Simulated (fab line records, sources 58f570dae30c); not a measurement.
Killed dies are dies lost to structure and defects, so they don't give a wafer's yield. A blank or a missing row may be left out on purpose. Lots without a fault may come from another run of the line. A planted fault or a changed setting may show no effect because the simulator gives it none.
Split-lot experiment | flow berkeley_cmos170 | 5 lots, 23 wafers read, on a route of 331 steps

THE SPLIT
At UCB170_V2_CMP_02 (polishes SiO2), the setting leave_above_ref_nm was moved away from the recipe's 1000 nm on 10 of the 23 wafers read, by -6.4% to +3.2%. The other wafers ran this setting at the recipe's value.

The file shows no step between the split and the reading.

THE READING
V2_POLISHED_THK, in nm, at UCB170_V2_THK_MEAS_04. Fault-free wafers of this fab line usually give 999.9 nm, standard deviation 1 nm.

wafer  | tool, chamber at the split | leave_above_ref_nm as run, nm | against the recipe | V2_POLISHED_THK, nm | against lot-mates on the recipe
L074.1 | cmp-01, 0                  | 1000                          | recipe             | 999.9               | -
L074.3 | cmp-01, 3                  | 936                           | -6.4%              | 934.8               | -65.9
L074.4 | cmp-01, 1                  | 936                           | -6.4%              | 936.9               | -63.8
L074.5 | cmp-01, 1                  | 1000                          | recipe             | 1000.4              | -
L074.6 | cmp-01, 2                  | 1000                          | recipe             | 1001.9              | -
L077.2 | cmp-01, 1                  | 977                           | -2.3%              | 976.5               | -23.0
L077.3 | cmp-01, 2                  | 1000                          | recipe             | 999.7               | -
L077.4 | cmp-01, 3                  | 977                           | -2.3%              | 974.1               | -25.4
L077.5 | cmp-01, 2                  | 977                           | -2.3%              | 976.8               | -22.7
L077.6 | cmp-01, 1                  | 1000                          | recipe             | 999.3               | -
L081.2 | cmp-01, 0                  | 938.4                         | -6.2%              | 938.6               | -61.7
L081.3 | cmp-01, 3                  | 1000                          | recipe             | 999.7               | -
L081.4 | cmp-01, 1                  | 1000                          | recipe             | 999.5               | -
L081.5 | cmp-01, 0                  | 938.4                         | -6.2%              | 937.7               | -62.6
L081.6 | cmp-01, 1                  | 1000                          | recipe             | 1001.6              | -
L084.1 | cmp-02, 3                  | 1000                          | recipe             | 1000.8              | -
L084.4 | cmp-02, 2                  | 1000                          | recipe             | 999.7               | -
L084.5 | cmp-02, 1                  | 1000                          | recipe             | 999.4               | -
L085.1 | cmp-01, 0                  | 1000                          | recipe             | 1000.3              | -
L085.3 | cmp-01, 2                  | 1000                          | recipe             | 1001.7              | -
L085.4 | cmp-01, 3                  | 1032                          | +3.2%              | 1031.0              | +30.0
L085.5 | cmp-01, 0                  | 1032                          | +3.2%              | 1032.9              | +31.9
L085.6 | cmp-01, 1                  | 1032                          | +3.2%              | 1034.0              | +33.0

THE FIT
A straight line over all 23 wafers: V2_POLISHED_THK changes by +10.1 nm for each +1% of leave_above_ref_nm; r = +1.00; the points scatter about the line by 1.1 nm.
The same after taking each lot's own level away (the mean of its wafers on the recipe; 23 wafers): +10.1 nm for each +1%; r = +1.00; scatter 0.98 nm.
On that fit, the largest move of leave_above_ref_nm shifts the reading by 64 nm.
The lots' own levels span 999.50 to 1001.00 nm, that is 1.5 times the standard deviation above.
So the lot-to-lot level changes the slope little: the two slopes agree.
Check: with one of the wafers moved furthest among these (-6.4%) left out of the fit, the line predicts -64.3 nm for it against its lot-mates. It came out at -65.9 nm against them.

OTHER SPLITS ON THESE WAFERS
These wafers also went through other splits before the reading. Each is held against what the fit with the lots' levels taken away leaves over:
other split on the same wafers | wafers away from the commonest value | r with V2_POLISHED_THK (lot level and that fit taken away)
UCB170_V1_ETCH_14 time_s       | 9                                    | -0.08

THE WHOLE CHAIN: every reading that the file lists as answering this split, in the file's order
step                  | what it does                                                              | reading                                                                   | change (the file's fit)              | r (the file's)
UCB170_V2_CMP_02      | polishes SiO2                                                             | SiO2_of_V2_CVD_00.thk_nm (the simulator's own value, which no gauge read) | +10.1 nm for each +1% of the setting | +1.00
UCB170_V2_THK_MEAS_04 |                                                                           | V2_POLISHED_THK                                                           | +10.1 for each +1% of the setting    | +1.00
UCB170_V2_ETCH_14     | etches SiO2 in CHF3/CF4/Ar, stops on Al, target depth 1250 nm, time 291 s | V2.feature_depth_nm (the simulator's own value, which no gauge read)      | +10.1 nm for each +1% of the setting | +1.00
UCB170_V2_ETCH_14     | etches SiO2 in CHF3/CF4/Ar, stops on Al, target depth 1250 nm, time 291 s | etch.depth_nm (the simulator's own value, which no gauge read)            | +10.1 nm for each +1% of the setting | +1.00

THE FILE'S OWN FIT
V2_POLISHED_THK changes by +10.1 nm for each +1% of leave_above_ref_nm, r = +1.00.
